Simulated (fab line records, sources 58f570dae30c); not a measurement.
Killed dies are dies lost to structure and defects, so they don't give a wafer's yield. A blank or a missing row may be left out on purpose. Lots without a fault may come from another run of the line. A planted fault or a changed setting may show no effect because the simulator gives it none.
A struck lot beside a sound one | flow berkeley_cmos170 | 19 steps out of a route of 331
Sound: wafers L508.2, L508.4, L508.5. Struck: wafers L516.1, L516.2, L516.4. The cause comes at the end.
At each step with rows: each side's tool, then ch and its chambers, then its first start. Under that, the readings that differ: sound wafers | struck wafers | difference of the means | sigmas: that difference in standard deviations of wafers without a fault.
alike: readings whose means differ by less than 2 such deviations, and words and numbers that are the same on both sides. not compared: withheld readings, readings that some wafer has no value for, bounds like >300 that may hide the same value, and numbers for which the record gives no deviation and whose values overlap.
The two part at a step that has a row with sigmas, a row that says differs or no value, or rows on one side only. Numbers that don't overlap but have no deviation are shown without sigmas and don't part them. A reading that every wafer of one side lacks parts them only if that side has two wafers or more.

UCB170_M3_SPUTTER_01: material Al, target thk 900 nm, time 120 s.
  sound on pvd_sputter-02, day 8 10:43; struck on pvd_sputter-03, day 10 05:44
  alike: chamber_pressure_pa, throttle_valve_pct
UCB170_M3_RS_MEAS_02: measures by four-point-probe.
  sound on film_metro-01, day 8 10:49; struck on film_metro-03, day 10 05:49
  alike: M3_AL_RS
UCB170_M3_THK_MEAS_03: measures by xrf.
  sound on film_metro-01, day 8 10:56; struck on film_metro-03, day 10 05:56
  alike: M3_AL_THK
then, 3 steps without rows for these wafers: UCB170_M3_HMDS_04 (prime time 60 s); UCB170_M3_COAT_05 (resist thk 900 nm); UCB170_M3_SOFTBAKE_06 (time 60 s).
UCB170_M3_STRIP_07: strips in O2.
  sound on plasma_asher-01 ch 0,1, day 8 11:26; struck on plasma_asher-04 ch 0,1, day 10 06:43
  alike: drypump_motor_current_A, oes_product_au, strip_time_to_endpoint_s
  not compared: rf_hours_counter_h
then, 5 steps without rows for these wafers: UCB170_M3_STRIP_08 (strips KrF in DMSO, time 600 s); UCB170_M3_COAT_09; UCB170_M3_COAT_10 (resist thk 900 nm); UCB170_M3_SOFTBAKE_11 (time 60 s); UCB170_M3_EXPOSE_12 (exposes mask METAL3, target cd 700 nm).
UCB170_M3_PEB_13:
  sound on litho_track-02 ch 0, day 8 12:43; struck on litho_track-02 ch 0, day 10 09:04
  reading                  | sound                | struck               | difference | sigmas
  heater_power_total_W (W) | 56.78 56.83 56.81    | 50.77 50.72 50.73    | -6.07      | -99 or more
  plate_temp_C (C)         | 129.89 129.94 130.07 | 119.04 119.21 119.20 | -10.82     | -77
  alike: chill_plate_temp_C
then, 1 step without rows for these wafers: UCB170_M3_DEVELOP_14 (develop time 45 s).
UCB170_M3_CD_MEAS_15: target cd 700 nm.
  sound on cd_sem-01, day 8 13:06; struck on cd_sem-01, day 10 09:20
  reading    | sound             | struck            | difference | sigmas
  cd_nm (nm) | 700.5 701.5 702.6 | 810.2 810.3 808.7 | +108.2     | +77
UCB170_M3_OVL_MEAS_16:
  sound on overlay-01, day 8 13:13; struck on overlay-01, day 10 09:27
  alike: M3_OVL
UCB170_M3_ETCH_17: etches BARC in N2/H2.
  sound on rie_diel-03 ch 2,3, day 8 13:14; struck on rie_diel-03 ch 0,1,2, day 10 09:29
  reading             | sound           | struck          | difference | sigmas
  model.M3.cd_nm (nm) | 700.3 700.6 702 | 810 808.9 808.6 | +108       |
  alike: drypump_motor_current_A, oes_product_au, throttle_valve_pct
UCB170_M3_METAL_ETCH_18: etches Al in Cl2/BCl3, stops on SiO2, target depth 1170 nm, time 195 s.
  sound on rie_metal-04 ch 0,1, day 8 13:17; struck on rie_metal-04 ch 0,1, day 10 09:32
  reading             | sound             | struck            | difference | sigmas
  model.M3.cd_nm (nm) | 705.5 706.2 696.6 | 814.4 805.6 802.5 | +104.7     |
  alike: drypump_motor_current_A, oes_product_au, throttle_valve_pct
  not compared: rf_hours_counter_h
UCB170_M3_STRIP_19: strips in O2.
  sound on plasma_asher-04 ch 0,1, day 8 13:28; struck on plasma_asher-03 ch 0,1, day 10 09:43
  reading                     | sound       | struck      | difference | sigmas
  drypump_motor_current_A (A) | 5.0 5.4 5.5 | 6.2 6.2 6.2 | +0.9       | +2
  alike: oes_product_au
  not compared: rf_hours_counter_h

WHERE THEY PART
First at UCB170_M3_PEB_13; last, within this record, at UCB170_M3_STRIP_19.

WHY: what the simulator had put in
Process parameter drift: litho_track-02, from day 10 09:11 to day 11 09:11, at UCB170_M3_PEB_13. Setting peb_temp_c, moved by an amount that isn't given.
